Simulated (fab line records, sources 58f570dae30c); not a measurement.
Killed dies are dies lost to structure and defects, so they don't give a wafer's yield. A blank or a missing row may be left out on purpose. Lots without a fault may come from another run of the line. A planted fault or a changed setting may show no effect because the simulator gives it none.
Which tool did it? | flow berkeley_cmos170 | 7 lots, 21 wafers sampled, at 2 steps of a route of 331

WHAT THE GAUGES READ, wafer by wafer
UCB170_V2_BOW_MEAS_03.
lot  | measured     | on            | V2_BOW (um)
L701 | day 8 06:03  | film_metro-04 | 45 36 46
L704 | day 8 14:46  | film_metro-01 | 33 35 29
L705 | day 9 09:32  | film_metro-01 | 40 33 38
L708 | day 9 18:06  | film_metro-04 | 38 32 32
L717 | day 11 12:35 | film_metro-01 | 38 34 22
L715 | day 11 14:29 | film_metro-02 | 32 37 47
L721 | day 12 04:08 | film_metro-02 | 34 35 43

WHICH TOOL RAN EACH LOT (tool, then ch and the chambers of the sampled wafers, then the start)
lot  | UCB170_M2_ETCH_17
L701 | rie_diel-03 ch 0,1,3, day 8 05:05
L704 | rie_diel-03 ch 0,3, day 8 13:45
L705 | rie_diel-03 ch 0,1,3, day 9 08:21
L708 | rie_diel-02 ch 2,3, day 9 17:05
L717 | rie_diel-02 ch 0,1,3, day 11 11:34
L715 | rie_diel-03 ch 0,1,2, day 11 13:28
L721 | rie_diel-03 ch 1,2,3, day 12 03:11
- UCB170_M2_ETCH_17: etches BARC in N2/H2.

THE ANSWER, worked out from the rows above alone
Rule: what is usual is taken from the lots themselves. Put in order of their means at a reading, lots are off if they are a third of the lots or fewer, leave a main group of 4 or more, and stand apart from it by a gap of 3 or more times the standard deviation of the main group's means; of several such gaps the widest counts. A main group whose means are all the same, to the digits that the tables above print for the reading, isn't used. A lot without any number at a reading at which 4 lots or more have one is off too. The other lots that the step has rows for count as sound.
No lot is off at any reading shown: from this, nothing can be told.

WHAT THE SIMULATOR HAD PUT IN
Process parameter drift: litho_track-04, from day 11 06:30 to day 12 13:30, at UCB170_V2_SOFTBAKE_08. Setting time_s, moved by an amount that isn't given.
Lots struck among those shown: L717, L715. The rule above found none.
